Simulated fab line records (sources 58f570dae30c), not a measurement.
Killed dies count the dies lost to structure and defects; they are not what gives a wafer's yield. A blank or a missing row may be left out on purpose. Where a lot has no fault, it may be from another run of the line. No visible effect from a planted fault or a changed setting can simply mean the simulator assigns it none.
fab line records ; flow berkeleyCmos170 ; part 2 of 2: steps 33 to 46 of 46
[record] lots = 5; wafers = 15; lastDay = 13
route steps=331 shown ACTIVE@74 PFIELD@79 FIELD@89 SACOX@97 SCREENOX@100 NVT@104 PVT@115
lots that met no fault: from a run of the same line without faults
startH: hours from the record's opening day to when the first of the lot's shown wafers began ; waitH: hours elapsed since this lot's preceding step ; " identical to the entry in the row above ; L1.1+2: a row that stands for several wafers ; - either no value or no given start ; * or withheld: withheld ; < > ~ a bound
route shown NAME@n: names a module that has steps shown in the file, with the first one's number in the route ; usual: mean/standard deviation of fault-free wafers ; same: alike in all rows ; chamber/n: place in a boat ; sites: the reading at each site ; _std_site: how widely they spread, as a standard deviation ; _edge_site: mean of outer sites minus mean of inner sites ; radiusMm: how far each site lies from the wafer's centre ; mask NAME#n: copy n ; behind: the last tool/chamber to shape the wafer ; hold: why the lot was held/for how many hours/how that ended ; device: transistor that didn't switch, given as n, p or np ; end of line: tests of these same wafers at the route's end ; a step with no rows: only its recipe ; killed: dies that structure and defects cost at the first sort, which is not the same as the wafer's yield ; map: a wafer's dies, marking killed ones x, the rest . and places with no die _
set.NAME: the setting that was run; set.NAME@STEP: the one run at that earlier step ; model.NAME: the simulator's own value behind a step, which no gauge read
certain route steps with their lots: each step a table, each wafer a row
services: the hour from which a tool's chamber was out of use, counted from the record's first day as startH (under 0 if before that day), plus the number of hours and why
[[steps]]
[step UCB170_NVT_SOFTBAKE_02]
[recipe] resist = KrF; tempC = 130; timeS = 60
lot.wafer;tool;chamber;startH;waitH
L083.1+3+6;lithoTrack-04;0;180.06;0.1
L092.1+2+3;lithoTrack-04;0;210.50;0.1
L093.2+5+6;lithoTrack-03;0;220.38;0.1
L095.2+3+5;lithoTrack-02;0;234.86;0.1
L097.1+2+4;lithoTrack-02;0;240.01;0.1
[step UCB170_NVT_EXPOSE_03]
[recipe] maskId = PWELL; targetCdNm = 3000; na = 0.5; sigmaOuter = 0.6; sourceShape = conventional; doseMj = 30
lot.wafer;tool;chamber;startH;waitH;mask
L083.1+3+6;krfScanner-01;0;180.33;0.2;PWELL#0
L092.1+2+3;krfScanner-02;0;210.65;0.1;PWELL#0
L093.2+5+6;krfScanner-01;0;220.52;0.1;PWELL#0
L095.2+3+5;krfScanner-01;0;235.00;0.1;PWELL#0
L097.1+2+4;krfScanner-02;0;240.31;0.3;PWELL#0
[step UCB170_NVT_PEB_04]
[recipe] pebTempC = 130; pebTimeS = withheld; resist = KrF
lot.wafer;tool;chamber;startH;waitH
L083.1+3+6;lithoTrack-04;0;180.45;0.1
L092.1+2+3;lithoTrack-03;0;211.13;0.5
L093.2+5+6;lithoTrack-04;0;220.87;0.3
L095.2+3+5;lithoTrack-04;0;235.66;0.6
L097.1+2+4;lithoTrack-02;0;240.61;0.3
[step UCB170_NVT_DEVELOP_05]
[recipe] developer = TMAH; developTimeS = 45; resist = KrF; devTempC = 21
lot.wafer;tool;chamber;startH;waitH
L083.1+3+6;lithoTrack-04;0;-;-
L092.1+2+3;lithoTrack-03;0;-;-
L093.2+5+6;lithoTrack-04;0;-;-
L095.2+3+5;lithoTrack-04;0;-;-
L097.1+2+4;lithoTrack-02;0;-;-
[step UCB170_NVT_OVL_MEAS_06]
[usual] NVT_OVL = -2/6.9
lot.wafer;tool;chamber;startH;waitH;NVT_OVL[nm]
L083.1;overlay-02;-;180.72;-;8
L083.3;overlay-02;-;180.72;-;-5
L083.6;overlay-02;-;180.72;-;3
L092.1;overlay-01;-;211.40;-;2
L092.2;overlay-01;-;211.40;-;14
L092.3;overlay-01;-;211.40;-;0
L093.2;overlay-01;-;221.13;-;-12
L093.5;overlay-01;-;221.13;-;-5
L093.6;overlay-01;-;221.13;-;-8
L095.2;overlay-01;-;235.91;-;-7
L095.3;overlay-01;-;235.91;-;-8
L095.5;overlay-01;-;235.91;-;-10
L097.1;overlay-02;-;240.88;-;10
L097.2;overlay-02;-;240.88;-;0
L097.4;overlay-02;-;240.88;-;-10
[step UCB170_NVT_IMPLANT_07]
[recipe] species = BF2; doseCm2 = 3e+12; energyKev = 50; tiltDeg = 7
[usual] faradayCurrentUA = 9.54/0.17
lot.wafer;tool;chamber;startH;waitH;faradayCurrentUA
L083.1;implanter-02;0;180.76;0.0;9.63
L083.3;implanter-02;0;180.76;0.0;9.09
L083.6;implanter-02;0;180.76;0.0;9.69
L092.1;implanter-01;0;211.44;0.0;9.32
L092.2;implanter-01;0;211.44;0.0;9.46
L092.3;implanter-01;0;211.44;0.0;9.36
L093.2;implanter-02;0;221.18;0.0;9.41
L093.5;implanter-02;0;221.18;0.0;9.39
L093.6;implanter-02;0;221.18;0.0;9.67
L095.2;implanter-04;0;235.97;0.0;9.80
L095.3;implanter-04;0;235.97;0.0;9.54
L095.5;implanter-04;0;235.97;0.0;9.71
L097.1;implanter-01;0;240.92;0.0;9.64
L097.2;implanter-01;0;240.92;0.0;9.76
L097.4;implanter-01;0;240.92;0.0;9.54
[step UCB170_NVT_STRIP_08]
[recipe] chemistry = O2; powerW = 400; pressureMtorr = 3500; platenTempC = withheld; o2FlowSccm = 400; overashFraction = 0.5
[usual] drypumpMotorCurrentA = 5.61/0.3; oesProductAu = 0.734/0.0046; stripTimeToEndpointS = 21.62/0.049
lot.wafer;tool;chamber;startH;waitH;drypumpMotorCurrentA;oesProductAu;rfHoursCounterH;stripTimeToEndpointS
L083.1;plasmaAsher-01;1;180.91;0.1;5.56;0.736;50;21.64
L083.3;plasmaAsher-01;1;180.91;0.1;5.59;0.735;-;21.64
L083.6;plasmaAsher-01;1;180.91;0.1;5.55;0.740;-;21.66
L092.1;plasmaAsher-02;1;211.59;0.1;6.03;0.742;45;21.60
L092.2;plasmaAsher-02;0;211.59;0.1;5.60;0.738;45;21.60
L092.3;plasmaAsher-02;0;211.59;0.1;5.61;0.734;-;21.62
L093.2;plasmaAsher-02;0;221.31;0.1;5.62;0.731;46;21.61
L093.5;plasmaAsher-02;0;221.31;0.1;5.62;0.736;-;21.67
L093.6;plasmaAsher-02;1;221.31;0.1;6.05;0.733;-;21.60
L095.2;plasmaAsher-02;0;236.09;0.1;5.62;0.728;48;21.70
L095.3;plasmaAsher-02;0;236.09;0.1;5.60;0.727;-;21.67
L095.5;plasmaAsher-02;0;236.09;0.1;5.62;0.731;-;21.69
L097.1;plasmaAsher-04;0;241.07;0.1;5.25;0.739;46;21.58
L097.2;plasmaAsher-04;1;241.07;0.1;5.48;0.732;46;21.64
L097.4;plasmaAsher-04;0;241.07;0.1;5.25;0.740;-;21.58
[step UCB170_NVT_TW_MEAS_09]
[usual] NVT_TW = 526/3.8
lot.wafer;tool;chamber;startH;waitH;NVT_TW
L083.1;filmMetro-01;-;181.01;0.1;525
L083.3;filmMetro-01;-;181.01;0.1;527
L083.6;filmMetro-01;-;181.01;0.1;525
L092.1;filmMetro-01;-;211.69;0.1;525
L092.2;filmMetro-01;-;211.69;0.1;524
L092.3;filmMetro-01;-;211.69;0.1;522
L093.2;filmMetro-01;-;221.42;0.1;525
L093.5;filmMetro-01;-;221.42;0.1;522
L093.6;filmMetro-01;-;221.42;0.1;526
L095.2;filmMetro-01;-;236.20;0.1;525
L095.3;filmMetro-01;-;236.20;0.1;525
L095.5;filmMetro-01;-;236.20;0.1;527
L097.1;filmMetro-04;-;241.17;0.1;518
L097.2;filmMetro-04;-;241.17;0.1;514
L097.4;filmMetro-04;-;241.17;0.1;519
[step UCB170_NVT_CLEAN_10]
[recipe] chemistry = SPM; tempC = 120; timeS = 600
lot.wafer;tool;chamber;startH;waitH
L083.1+3+6;wetBench-03;0;181.07;0.1
L092.1+2+3;wetBench-04;0;214.99;3.3
L093.2+5+6;wetBench-03;1;221.47;0.0
L095.2+3+5;wetBench-03;2;236.25;0.0
L097.1+2+4;wetBench-01;1;241.23;0.1
[step UCB170_PVT_HMDS_00]
[recipe] primeTimeS = 60; primeTempC = 100
lot.wafer;tool;chamber;startH;waitH
L083.1+3+6;lithoTrack-01;0;181.40;0.1
L092.1+2+3;lithoTrack-04;0;215.16;0.0
L093.2+5+6;lithoTrack-02;0;222.04;0.4
L095.2+3+5;lithoTrack-01;0;236.86;0.4
L097.1+2+4;lithoTrack-04;0;241.79;0.4
[step UCB170_PVT_COAT_01]
[recipe] resist = KrF; spinRpm = 1500; resistThkNm = 900
lot.wafer;tool;chamber;startH;waitH
L083.1+3+6;lithoTrack-01;0;181.55;0.1
L092.1+2+3;lithoTrack-04;0;215.31;0.1
L093.2+5+6;lithoTrack-02;0;222.19;0.1
L095.2+3+5;lithoTrack-01;0;237.01;0.1
L097.1+2+4;lithoTrack-04;0;241.94;0.1
[step UCB170_PVT_SOFTBAKE_02]
[recipe] resist = KrF; tempC = 130; timeS = 60
lot.wafer;tool;chamber;startH;waitH
L083.1+3+6;lithoTrack-01;0;181.70;0.1
L092.1+2+3;lithoTrack-04;0;215.46;0.1
L093.2+5+6;lithoTrack-02;0;222.34;0.1
L095.2+3+5;lithoTrack-01;0;237.16;0.1
L097.1+2+4;lithoTrack-04;0;242.09;0.1
[step UCB170_PVT_EXPOSE_03]
[recipe] maskId = NWELL; targetCdNm = 3000; na = 0.5; sigmaOuter = 0.6; sourceShape = conventional; doseMj = 30
lot.wafer;tool;chamber;startH;waitH;mask
L083.1+3+6;krfScanner-01;0;181.85;0.1;NWELL#0
L092.1+2+3;krfScanner-02;0;215.74;0.2;NWELL#0
L093.2+5+6;krfScanner-02;0;222.61;0.2;NWELL#0
L095.2+3+5;krfScanner-01;0;237.43;0.2;NWELL#0
L097.1+2+4;krfScanner-02;0;242.37;0.2;NWELL#0
[step UCB170_PVT_PEB_04]
[recipe] pebTempC = 130; pebTimeS = withheld; resist = KrF
lot.wafer;tool;chamber;startH;waitH
L083.1+3+6;lithoTrack-02;0;182.39;0.5
L092.1+2+3;lithoTrack-04;0;216.06;0.3
L093.2+5+6;lithoTrack-02;0;222.73;0.1
L095.2+3+5;lithoTrack-02;0;237.73;0.3
L097.1+2+4;lithoTrack-04;0;242.69;0.3
[[services]]
tool;chamber;startH;hours;kind
krfScanner-02;-;117.75;0.8;pm
implanter-02;-;123.28;18.3;repair
implanter-04;-;123.41;2.9;pm
krfScanner-01;-;131.25;4.4;repair
implanter-01;-;131.86;6.1;pm
krfScanner-01;-;135.60;0.8;pm
krfScanner-02;-;136.44;1.3;pm
plasmaAsher-03;-;144.94;14.2;repair
krfScanner-01;-;146.15;7.2;pm
implanter-04;-;153.07;1.9;repair
wetBench-01;-;154.90;1.9;pm
rieDiel-02;0;158.88;51.2;repair
rieDiel-02;2;165.59;7.0;repair
krfScanner-01;-;171.27;1.3;pm
furnace-02;-;171.47;4.5;pm
rieDiel-03;1;190.93;11.5;repair
implanter-02;-;196.12;3.4;pm
plasmaAsher-03;-;199.55;2.8;pm
furnace-01;-;205.01;3.8;pm
plasmaAsher-01;-;207.68;1.2;repair
krfScanner-02;-;211.18;1.0;pm
wetBench-01;-;211.59;1.7;repair
rieDiel-04;-;221.59;14.6;pm
krfScanner-01;-;222.00;1.0;pm
